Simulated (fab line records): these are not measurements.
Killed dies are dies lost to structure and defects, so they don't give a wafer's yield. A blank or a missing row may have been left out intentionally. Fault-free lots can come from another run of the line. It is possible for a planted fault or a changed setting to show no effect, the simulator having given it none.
Matching of chambers / flow rit-cmos / 4 sister chambers for RIT_GATE_ETCH_19 on rie-si-01
The step etches poly-Si in SF6/CHF3/O2, stops on SiO2, time 165 s, target depth 312.5 nm. 14 wafers are shown with their chamber, then 7 later ones without.

== EACH WAFER AND ITS CHAMBER ==
wafer=L509.1; chamber=3; throttle-valve-pct (%)=10.34; drypump-motor-current-A (A)=5.8; oes-product-au (a.u.)=0.843
wafer=L509.4; chamber=0; throttle-valve-pct (%)=10.23; drypump-motor-current-A (A)=5.3; oes-product-au (a.u.)=0.876
wafer=L509.6; chamber=2; throttle-valve-pct (%)=10.29; drypump-motor-current-A (A)=5.1; oes-product-au (a.u.)=0.859
wafer=L511.1; chamber=0; throttle-valve-pct (%)=10.24; drypump-motor-current-A (A)=5.3; oes-product-au (a.u.)=0.877
wafer=L511.5; chamber=3; throttle-valve-pct (%)=10.32; drypump-motor-current-A (A)=5.7; oes-product-au (a.u.)=0.844
wafer=L511.6; chamber=2; throttle-valve-pct (%)=10.30; drypump-motor-current-A (A)=5.1; oes-product-au (a.u.)=0.870
wafer=L513.1; chamber=2; throttle-valve-pct (%)=10.31; drypump-motor-current-A (A)=5.1; oes-product-au (a.u.)=0.875
wafer=L513.2; chamber=3; throttle-valve-pct (%)=10.32; drypump-motor-current-A (A)=5.7; oes-product-au (a.u.)=0.842
wafer=L513.6; chamber=2; throttle-valve-pct (%)=10.28; drypump-motor-current-A (A)=5.1; oes-product-au (a.u.)=0.869
wafer=L515.1; chamber=1; throttle-valve-pct (%)=10.58; drypump-motor-current-A (A)=6.1; oes-product-au (a.u.)=0.843
wafer=L515.3; chamber=0; throttle-valve-pct (%)=10.25; drypump-motor-current-A (A)=5.3; oes-product-au (a.u.)=0.854
wafer=L515.6; chamber=1; throttle-valve-pct (%)=10.58; drypump-motor-current-A (A)=6.2; oes-product-au (a.u.)=0.848
wafer=L517.3; chamber=3; throttle-valve-pct (%)=10.34; drypump-motor-current-A (A)=5.7; oes-product-au (a.u.)=0.842
wafer=L517.4; chamber=2; throttle-valve-pct (%)=10.29; drypump-motor-current-A (A)=5.1; oes-product-au (a.u.)=0.855

SIGNATURES (means of the wafers above)
reading=throttle-valve-pct; chamber 0=10.2400; chamber 1=10.5800; chamber 2=10.2940; chamber 3=10.3300; scatter within a chamber=0.0106
reading=drypump-motor-current-A; chamber 0=5.300; chamber 1=6.150; chamber 2=5.100; chamber 3=5.725; scatter within a chamber=0.0354
reading=oes-product-au; chamber 0=0.86900; chamber 1=0.84550; chamber 2=0.86560; chamber 3=0.84275; scatter within a chamber=0.00793
Rule: a wafer's distance from a chamber is the root of the sum, over the readings, of the square of ((its reading less the chamber's mean) divided by the reading's scatter). The wafer belongs to the nearest chamber; if the next one is less than 2 further off, it can't be placed. The scatter is the square root of a quotient: the sum, over the shown wafers, of each reading's squared deviation from its chamber's mean, divided by wafers minus chambers.

== WAFERS WITHOUT THEIR CHAMBER ==
wafer=L517.5; throttle-valve-pct (%)=10.57; drypump-motor-current-A (A)=6.1; oes-product-au (a.u.)=0.855
wafer=L519.1; throttle-valve-pct (%)=10.22; drypump-motor-current-A (A)=5.3; oes-product-au (a.u.)=0.855
wafer=L519.2; throttle-valve-pct (%)=10.58; drypump-motor-current-A (A)=6.2; oes-product-au (a.u.)=0.850
wafer=L519.6; throttle-valve-pct (%)=10.33; drypump-motor-current-A (A)=5.7; oes-product-au (a.u.)=0.834
wafer=L529.2; throttle-valve-pct (%)=10.25; drypump-motor-current-A (A)=5.3; oes-product-au (a.u.)=0.858
wafer=L529.3; throttle-valve-pct (%)=10.33; drypump-motor-current-A (A)=5.7; oes-product-au (a.u.)=0.824
wafer=L529.5; throttle-valve-pct (%)=10.33; drypump-motor-current-A (A)=5.7; oes-product-au (a.u.)=0.825

== THE CHAMBER EACH PASSED THROUGH ==
wafer=L517.5; from the rows above=1; in truth=1
wafer=L519.1; from the rows above=0; in truth=0
wafer=L519.2; from the rows above=1; in truth=1
wafer=L519.6; from the rows above=3; in truth=3
wafer=L529.2; from the rows above=0; in truth=0
wafer=L529.3; from the rows above=3; in truth=3
wafer=L529.5; from the rows above=3; in truth=3
Correct placement for 7 of the 7. From these rows, 0 cannot be placed. Number placed wrongly: 0.
